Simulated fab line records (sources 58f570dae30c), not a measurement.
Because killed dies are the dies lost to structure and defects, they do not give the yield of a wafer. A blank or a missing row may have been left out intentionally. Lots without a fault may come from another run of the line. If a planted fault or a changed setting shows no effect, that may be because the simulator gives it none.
Split-lot experiment | flow berkeleyCmos170 | on a route of 331 steps: 5 lots, 23 wafers read

## SPLIT DETAILS
At UCB170_PWELL_ETCH_14 (etches Si3N4 in CH3F/Ar/O2, stops on SiO2, target depth 242 nm, time 151 s), the setting timeS was moved away from the recipe's 151 s on 9 of the 23 wafers read, by -13.0% to -7.9%. For the rest of the wafers, this setting stayed at what the recipe calls for.

The split's own step is where the reading is taken.

## THE READING
oesProductAu, in a.u., at UCB170_PWELL_ETCH_14 (etches Si3N4 in CH3F/Ar/O2, stops on SiO2, target depth 242 nm, time 151 s). Fault-free wafers of this fab line usually give 0.941 a.u., standard deviation 0.019 a.u.

wafer  | tool, chamber at the split | timeS as run, s | against the recipe | oesProductAu, a.u. | against lot-mates on the recipe
L077.1 | rieDiel-03, 3              | 151             | recipe             | 0.944              | -
L077.3 | rieDiel-03, 2              | 151             | recipe             | 0.921              | -
L077.4 | rieDiel-03, 1              | 131.4           | -13.0%             | 1.024              | +0.088
L077.5 | rieDiel-03, 3              | 151             | recipe             | 0.942              | -
L077.6 | rieDiel-03, 0              | 131.4           | -13.0%             | 0.986              | +0.050
L080.1 | rieDiel-03, 3              | 151             | recipe             | 0.937              | -
L080.3 | rieDiel-03, 2              | 151             | recipe             | 0.930              | -
L080.6 | rieDiel-03, 0              | 151             | recipe             | 0.924              | -
L079.1 | rieDiel-01, 2              | 151             | recipe             | 0.970              | -
L079.3 | rieDiel-01, 1              | 136.1           | -9.9%              | 0.965              | +0.013
L079.4 | rieDiel-01, 3              | 151             | recipe             | 0.963              | -
L079.5 | rieDiel-01, 0              | 151             | recipe             | 0.924              | -
L079.6 | rieDiel-01, 3              | 136.1           | -9.9%              | 1.024              | +0.072
L085.1 | rieDiel-03, 3              | 151             | recipe             | 0.950              | -
L085.2 | rieDiel-03, 1              | 132.8           | -12.1%             | 1.024              | +0.080
L085.4 | rieDiel-03, 0              | 132.8           | -12.1%             | 0.980              | +0.036
L085.5 | rieDiel-03, 2              | 151             | recipe             | 0.930              | -
L085.6 | rieDiel-03, 3              | 151             | recipe             | 0.952              | -
L084.1 | rieDiel-04, 0              | 139             | -7.9%              | 0.978              | +0.069
L084.2 | rieDiel-04, 3              | 151             | recipe             | 0.908              | -
L084.3 | rieDiel-04, 2              | 139             | -7.9%              | 0.982              | +0.073
L084.5 | rieDiel-04, 3              | 151             | recipe             | 0.911              | -
L084.6 | rieDiel-04, 2              | 139             | -7.9%              | 0.981              | +0.072

FIT RESULTS
A straight line over all 23 wafers: oesProductAu changes by -0.0055 a.u. for each +1% of timeS; r = -0.84; the points scatter about the line by 0.019 a.u.
The same after taking each lot's own level away (the mean of its wafers on the recipe; 23 wafers): -0.00551 a.u. for each +1%; r = -0.84; scatter 0.019 a.u.
That fit puts the effect of the largest move of timeS on the reading at 0.072 a.u.
The span of the lots' own levels, 0.9095 to 0.9523 a.u., comes to 2.3 times the standard deviation stated above.
The two slopes are in agreement: the lot-to-lot level therefore moves the slope only a little.
Check: with one of the wafers moved furthest among these (-13.0%) left out of the fit, the line predicts +0.0699 a.u. for it against its lot-mates. It came out at +0.0883 a.u. against them.
Tool readings at the split's step, against how far the setting was moved: oesProductAu r = -0.84.

## FURTHER SPLITS ON THESE WAFERS
Other splits were also applied to these wafers ahead of the reading. Each is held against what the fit with the lots' levels taken away leaves over:
other split on the same wafers    | wafers away from the commonest value | r with oesProductAu (lot level and that fit taken away)
UCB170_START_OXIDATION_02 oxTimeS | 15                                   | +0.38
UCB170_NWELL_OXIDATION_01 oxTimeS | 18                                   | +0.09

## THE WHOLE CHAIN: every reading that the file lists as answering this split, in the file's order
step                  | what it does                                                               | reading                                                                     | change (the file's fit)                   | r (the file's)
UCB170_PWELL_ETCH_14  | etches Si3N4 in CH3F/Ar/O2, stops on SiO2, target depth 242 nm, time 151 s | oesProductAu                                                                | -0.00546 a.u. for each +1% of the setting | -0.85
UCB170_PWELL_ETCH_14  | etches Si3N4 in CH3F/Ar/O2, stops on SiO2, target depth 242 nm, time 151 s | KrF_of_PWELL_COAT_08.thkNm (the simulator's own value, which no gauge read) | -1.73 nm for each +1% of the setting      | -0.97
UCB170_PWELL_STRIP_16 | strips in O2                                                               | stripTimeToEndpointS                                                        | withheld for each +1% of the setting      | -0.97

## FILE'S OWN FIT
oesProductAu changes by -0.00546 a.u. for each +1% of timeS, r = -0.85.
